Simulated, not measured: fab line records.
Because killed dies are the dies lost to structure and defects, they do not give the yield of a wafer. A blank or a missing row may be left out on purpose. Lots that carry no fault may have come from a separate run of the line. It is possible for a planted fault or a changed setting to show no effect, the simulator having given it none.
Split-lot study ; flow berkeley_cmos170 ; route with 331 steps; 5 lots, 23 wafers read

== SPLIT DETAILS ==
At UCB170_M3_SPUTTER_01 (material Al, target thk 900 nm, time 120 s), the setting power_w was moved away from the recipe's 6000 W on 12 of the 23 wafers read, by -10.4% to +10.4%. This setting was run at the recipe's value on the other wafers.

== FROM THE SPLIT TO THE READING: what the file shows between them, 2 steps ==
- UCB170_M3_RS_MEAS_02: measures by four-point-probe
- UCB170_M3_THK_MEAS_03: measures by xrf

== THE READING ==
oes_product_au, in a.u., at UCB170_M3_METAL_ETCH_18 (etches Al in Cl2/BCl3, stops on SiO2, target depth 1170 nm, time 195 s). Fault-free wafers of this fab line usually give 0.852 a.u., standard deviation 0.01 a.u.

wafer;tool, chamber at the split;power_w as run, W;against the recipe;oes_product_au, a.u.;against lot-mates on the recipe
L077.1;pvd_sputter-01, -;6000;recipe;0.835;-
L077.4;pvd_sputter-01, -;6000;recipe;0.836;-
L077.5;pvd_sputter-01, -;6000;recipe;0.855;-
L078.2;pvd_sputter-04, -;5442;-9.3%;0.806;-0.032
L078.3;pvd_sputter-04, -;6000;recipe;0.844;-
L078.4;pvd_sputter-04, -;6000;recipe;0.833;-
L078.5;pvd_sputter-04, -;5442;-9.3%;0.814;-0.025
L078.6;pvd_sputter-04, -;5442;-9.3%;0.789;-0.049
L085.1;pvd_sputter-04, -;6000;recipe;0.859;-
L085.3;pvd_sputter-04, -;5377;-10.4%;0.804;-0.048
L085.4;pvd_sputter-04, -;6000;recipe;0.846;-
L085.5;pvd_sputter-04, -;5377;-10.4%;0.807;-0.045
L085.6;pvd_sputter-04, -;5377;-10.4%;0.779;-0.074
L080.1;pvd_sputter-02, -;6000;recipe;0.856;-
L080.2;pvd_sputter-02, -;5620;-6.3%;0.835;-0.024
L080.3;pvd_sputter-02, -;6000;recipe;0.861;-
L080.5;pvd_sputter-02, -;5620;-6.3%;0.822;-0.037
L080.6;pvd_sputter-02, -;5620;-6.3%;0.838;-0.021
L084.1;pvd_sputter-01, -;6625;+10.4%;0.906;+0.057
L084.2;pvd_sputter-01, -;6625;+10.4%;0.889;+0.040
L084.3;pvd_sputter-01, -;6625;+10.4%;0.906;+0.057
L084.5;pvd_sputter-01, -;6000;recipe;0.849;-
L084.6;pvd_sputter-01, -;6000;recipe;0.849;-

THE FIT
A straight line over all 23 wafers: oes_product_au changes by +0.00474 a.u. for each +1% of power_w; r = +0.94; the points scatter about the line by 0.011 a.u.
The same after taking each lot's own level away (the mean of its wafers on the recipe; 23 wafers): +0.00475 a.u. for each +1%; r = +0.96; scatter 0.0096 a.u.
The reading moves by 0.049 a.u. for the largest change in power_w, on that fit.
The span of the lots' own levels, 0.8385 to 0.8585 a.u., comes to 2.0 times the standard deviation stated above.
The two slopes are in agreement: the lot-to-lot level therefore moves the slope only a little.
Check: for one of the wafers moved furthest among these (+10.4%), held out of the fit, the line's prediction against its lot-mates is +0.0487 a.u. Against them it came out at +0.057 a.u.

== THESE WAFERS: OTHER SPLITS ==
Before the reading, these wafers also passed through other splits. Each is held against what the fit with the lots' levels taken away leaves over:
other split on the same wafers;wafers away from the commonest value;r with oes_product_au (lot level and that fit taken away)
UCB170_M2_PEB_13 peb_temp_c;4;+0.53
UCB170_V2_CVD_00 time_s;8;+0.04

== THE WHOLE CHAIN: every reading that the file lists as answering this split, in the file's order ==
step;what it does;reading;change (the file's fit);r (the file's)
UCB170_M3_SPUTTER_01;material Al, target thk 900 nm, time 120 s;Al_of_M3_SPUTTER_01.thk_nm (the simulator's own value, which no gauge read);+9.01 nm for each +1% of the setting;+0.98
UCB170_M3_RS_MEAS_02;measures by four-point-probe;M3_AL_RS;-0.000345 for each +1% of the setting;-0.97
UCB170_M3_THK_MEAS_03;measures by xrf;M3_AL_THK;+9.05 for each +1% of the setting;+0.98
UCB170_M3_METAL_ETCH_18;etches Al in Cl2/BCl3, stops on SiO2, target depth 1170 nm, time 195 s;oes_product_au;+0.0047 a.u. for each +1% of the setting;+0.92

== FILE'S OWN FIT ==
oes_product_au changes by +0.0047 a.u. for each +1% of power_w, r = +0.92.
